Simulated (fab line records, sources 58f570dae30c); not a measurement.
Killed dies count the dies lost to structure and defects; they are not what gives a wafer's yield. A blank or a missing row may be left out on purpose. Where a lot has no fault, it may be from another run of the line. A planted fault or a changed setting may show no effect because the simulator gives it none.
fab line records + flow berkeleyCmos170
record:
- lots: 6
- wafers: 18
- lastDay: 13
route steps=331 shown FIELD@89 SACOX@97 SCREENOX@100
lots untouched by any fault: they come from a run of this same line in which no faults occurred
startH: hours from the record's opening day to when the first of the lot's shown wafers began + waitH: hours from the lot's prior step to this one + " repeats the value in the row above + L1.1+2: several wafers, shown together as one row + - either no value or no given start + * or withheld: withheld + < > ~ a bound
route shown NAME@n: names a module that has steps shown in the file, with the first one's number in the route + usual: mean/standard deviation of fault-free wafers + same: alike in all rows + chamber/n: place in a boat + sites: the reading at each site + _std_site: standard deviation of those values + _edge_site: the outer-site mean with the inner-site mean subtracted + radiusMm: for every site, how far away it sits from the centre of the wafer + mask NAME#n: copy n + behind: the tool/chamber that last shaped the wafer + hold: the reason the lot was held/the length of the hold in hours/how it ended + device: transistor that didn't switch, given as n, p or np + end of line: the route-end tests of the same wafers + where a step has no rows: the recipe by itself + killed: count of dies lost to structure and defects at first sort (not the wafer's yield) + map: shows each die of a wafer: x if killed, . if not, _ if none is there
set.NAME: setting as actually run; set.NAME@STEP: the setting as run at that earlier step + model.NAME: the simulator's own value behind a step, which no gauge read
lots at some steps of the route; a table a step, a row a wafer
services: from which hour (startH, from the record's first day; less than 0 if before it) a tool's chamber was out of use, for how many hours, and why
== steps ==
step: UCB170_FIELD_CLEAN_00
recipe:
- chemistry: dHF
- dilution: 25:1
- timeS: 7.5
step: UCB170_FIELD_OXIDATION_01
recipe:
- tempC: 1000
- ambient: H2O
- pH2oTorr: 584.62
- targetThkA: 5583
- oxTimeS: 7200
step: UCB170_FIELD_THK_MEAS_02
recipe:
- reads: SiO2_of_FIELD_OXIDATION_01
usual:
- FIELD_OXIDE_THK: 557/12
| lot.wafer | tool         | chamber | startH | waitH | FIELD_OXIDE_THK[nm] |
|-----------|--------------|---------|--------|-------|---------------------|
| L436.2    | filmMetro-03 | -       | 113.12 | 0.0   | 544                 |
| L436.5    | "            | -       | "      | "     | 546                 |
| L436.6    | "            | -       | "      | "     | 549                 |
| L437.1    | filmMetro-01 | -       | 124.09 | 0.0   | 553                 |
| L437.2    | "            | -       | "      | "     | 567                 |
| L437.5    | "            | -       | "      | "     | 560                 |
| L445.1    | filmMetro-04 | -       | 169.28 | 0.0   | 561                 |
| L445.2    | "            | -       | "      | "     | 552                 |
| L445.3    | "            | -       | "      | "     | 561                 |
| L446.2    | filmMetro-03 | -       | 169.29 | 0.0   | 562                 |
| L446.3    | "            | -       | "      | "     | 563                 |
| L446.5    | "            | -       | "      | "     | 566                 |
| L455.1    | filmMetro-04 | -       | 215.25 | 0.0   | 555                 |
| L455.4    | "            | -       | "      | "     | 554                 |
| L455.5    | "            | -       | "      | "     | 544                 |
| L454.2    | filmMetro-01 | -       | 215.26 | 0.0   | 559                 |
| L454.4    | "            | -       | "      | "     | 547                 |
| L454.6    | "            | -       | "      | "     | 556                 |
step: UCB170_FIELD_ANNEAL_03
recipe:
- tempC: 1000
- timeS: 1200
- ambient: N2
step: UCB170_FIELD_WET_ETCH_04
recipe:
- chemistry: dHF
- dilution: 10:1
- target: SiO2
- tempC: 25
- timeS: 60
step: UCB170_FIELD_WET_ETCH_05
recipe:
- chemistry: H3PO4
- target: Si3N4
- tempC: 160
- timeS: 12600
step: UCB170_FIELD_WET_ETCH_06
recipe:
- chemistry: BOE
- dilution: 5:1
- target: SiO2
- tempC: 25
- timeS: 22
step: UCB170_FIELD_THK_MEAS_90
recipe:
- reads: SiO2_of_FIELD_OXIDATION_01
usual:
- FIELD_OXIDE_LEFT_1_THK: 441/12
| lot.wafer | tool         | chamber | startH | waitH | FIELD_OXIDE_LEFT_1_THK[nm] |
|-----------|--------------|---------|--------|-------|----------------------------|
| L436.2    | filmMetro-03 | -       | 120.48 | 0.0   | 428                        |
| L436.5    | "            | -       | "      | "     | 431                        |
| L436.6    | "            | -       | "      | "     | 435                        |
| L437.1    | filmMetro-03 | -       | 137.24 | 0.0   | 435                        |
| L437.2    | "            | -       | "      | "     | 448                        |
| L437.5    | "            | -       | "      | "     | 442                        |
| L445.1    | filmMetro-03 | -       | 182.24 | 0.0   | 446                        |
| L445.2    | "            | -       | "      | "     | 436                        |
| L445.3    | "            | -       | "      | "     | 445                        |
| L446.2    | filmMetro-04 | -       | 182.25 | 0.0   | 445                        |
| L446.3    | "            | -       | "      | "     | 446                        |
| L446.5    | "            | -       | "      | "     | 450                        |
| L455.1    | filmMetro-01 | -       | 223.16 | 0.0   | 439                        |
| L455.4    | "            | -       | "      | "     | 437                        |
| L455.5    | "            | -       | "      | "     | 427                        |
| L454.2    | filmMetro-04 | -       | 223.17 | 0.0   | 443                        |
| L454.4    | "            | -       | "      | "     | 432                        |
| L454.6    | "            | -       | "      | "     | 441                        |
step: UCB170_SACOX_CLEAN_00
recipe:
- chemistry: dHF
- dilution: 25:1
- timeS: 7.5
step: UCB170_SACOX_OXIDATION_01
recipe:
- tempC: 900
- ambient: O2
- targetThkA: 144
- oxTimeS: 2400
step: UCB170_SACOX_THK_MEAS_02
recipe:
- reads: SiO2_of_SACOX_OXIDATION_01
usual:
- SACOX_OXIDE_THK: 14.3/0.31
| lot.wafer | tool         | chamber | startH | waitH | SACOX_OXIDE_THK[nm] |
|-----------|--------------|---------|--------|-------|---------------------|
| L436.2    | filmMetro-02 | -       | 129.64 | 0.0   | 14.6                |
| L436.5    | "            | -       | "      | "     | 14.6                |
| L436.6    | "            | -       | "      | "     | 14.8                |
| L437.1    | filmMetro-03 | -       | 143.85 | 0.0   | 14.3                |
| L437.2    | "            | -       | "      | "     | 14.2                |
| L437.5    | "            | -       | "      | "     | 14.2                |
| L445.1    | filmMetro-02 | -       | 188.98 | 0.0   | 13.7                |
| L445.2    | "            | -       | "      | "     | 13.7                |
| L445.3    | "            | -       | "      | "     | 13.8                |
| L446.2    | filmMetro-01 | -       | 188.99 | 0.0   | 13.9                |
| L446.3    | "            | -       | "      | "     | 14.1                |
| L446.5    | "            | -       | "      | "     | 14.0                |
| L454.2    | filmMetro-02 | -       | 227.78 | 0.1   | 14.4                |
| L454.4    | "            | -       | "      | "     | 14.6                |
| L454.6    | "            | -       | "      | "     | 14.4                |
| L455.1    | filmMetro-03 | -       | 227.81 | 0.1   | 14.4                |
| L455.4    | "            | -       | "      | "     | 14.7                |
| L455.5    | "            | -       | "      | "     | 14.6                |
step: UCB170_SCREENOX_WET_ETCH_00
recipe:
- chemistry: dHF
- dilution: 25:1
- target: SiO2
- tempC: 25
- timeS: 200
step: UCB170_SCREENOX_OXIDATION_01
recipe:
- tempC: 900
- ambient: O2
- targetThkA: 144
- oxTimeS: 2400
usual:
- oxTempC: 900.1/0.42
- oxTempCMax: 903.7/1.3
| lot.wafer | tool       | chamber | startH | waitH | oxTempC | oxTempCMax |
|-----------|------------|---------|--------|-------|---------|------------|
| L436.2    | furnace-01 | 0       | 135.32 | 5.5   | 899.4   | 903.0      |
| L436.5    | "          | 0       | "      | "     | 899.9   | 904.2      |
| L436.6    | "          | 0       | "      | "     | 899.8   | 904.8      |
| L437.1    | furnace-04 | 0       | 149.05 | 5.1   | 900.1   | 903.1      |
| L437.2    | "          | 0       | "      | "     | 900.3   | 902.3      |
| L437.5    | "          | 0       | "      | "     | 899.7   | 902.1      |
| L445.1    | furnace-04 | -       | 194.31 | 5.2   | -       | -          |
| L445.2    | "          | -       | "      | "     | -       | -          |
| L445.3    | "          | -       | "      | "     | -       | -          |
| L446.2    | furnace-04 | -       | 194.31 | 5.2   | -       | -          |
| L446.3    | "          | -       | "      | "     | -       | -          |
| L446.5    | "          | -       | "      | "     | -       | -          |
| L454.2    | furnace-02 | 0       | 232.77 | 4.9   | 899.9   | 904.0      |
| L454.4    | "          | 0       | "      | "     | 900.0   | 904.1      |
| L454.6    | "          | 0       | "      | "     | 899.8   | 904.1      |
| L455.1    | furnace-02 | 0       | 232.77 | 4.8   | 899.7   | 904.2      |
| L455.4    | "          | 0       | "      | "     | 900.6   | 904.1      |
| L455.5    | "          | 0       | "      | "     | 899.4   | 902.6      |
step: UCB170_SCREENOX_ANNEAL_03
recipe:
- tempC: 900
- timeS: 900
- ambient: N2
== services ==
| tool       | chamber | startH | hours | kind |
|------------|---------|--------|-------|------|
| furnace-02 | -       | 120.52 | 3.8   | pm   |
| furnace-02 | -       | 140.80 | 3.9   | pm   |
| furnace-04 | -       | 150.71 | 3.9   | pm   |
== key ==
firstSign:
- step: UCB170_SCREENOX_OXIDATION_01
- reading: toolRecord
- direction: missing
effect none on later readings
metAt UCB170_SCREENOX_OXIDATION_01
struckWafers L445.1,L445.2,L445.3,L446.2,L446.3,L446.5
laterRowsLeftOut L445.1,L445.2,L445.3,L446.2,L446.3,L446.5
sortLeftOut L445.1,L445.2,L445.3,L446.2,L446.3,L446.5
testerLeftOut L445,L446
onsetBetween 149.05 194.31
fault:
- kind: skippedStepWhole
- tool: furnace-04
- chamber: -
- onsetH: 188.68
- steps: UCB170_SCREENOX_OXIDATION_01
- scope: struckLotsOnly
testerLeftOut: of these lots the tester's yield and bins aren't shown, on N5 and GAA mostly nor the transistor test; their killed dies are dies lost to structure and defects alone, not to doping, threshold or leakage, so they don't give the yield
sortLeftOut: the simulated sort isn't trusted on such a fault, so these wafers' sort isn't shown, and their yield isn't known
laterRowsLeftOut: the simulator's readings of these wafers behind a module that went badly wrong aren't trusted and aren't shown, but for the sort
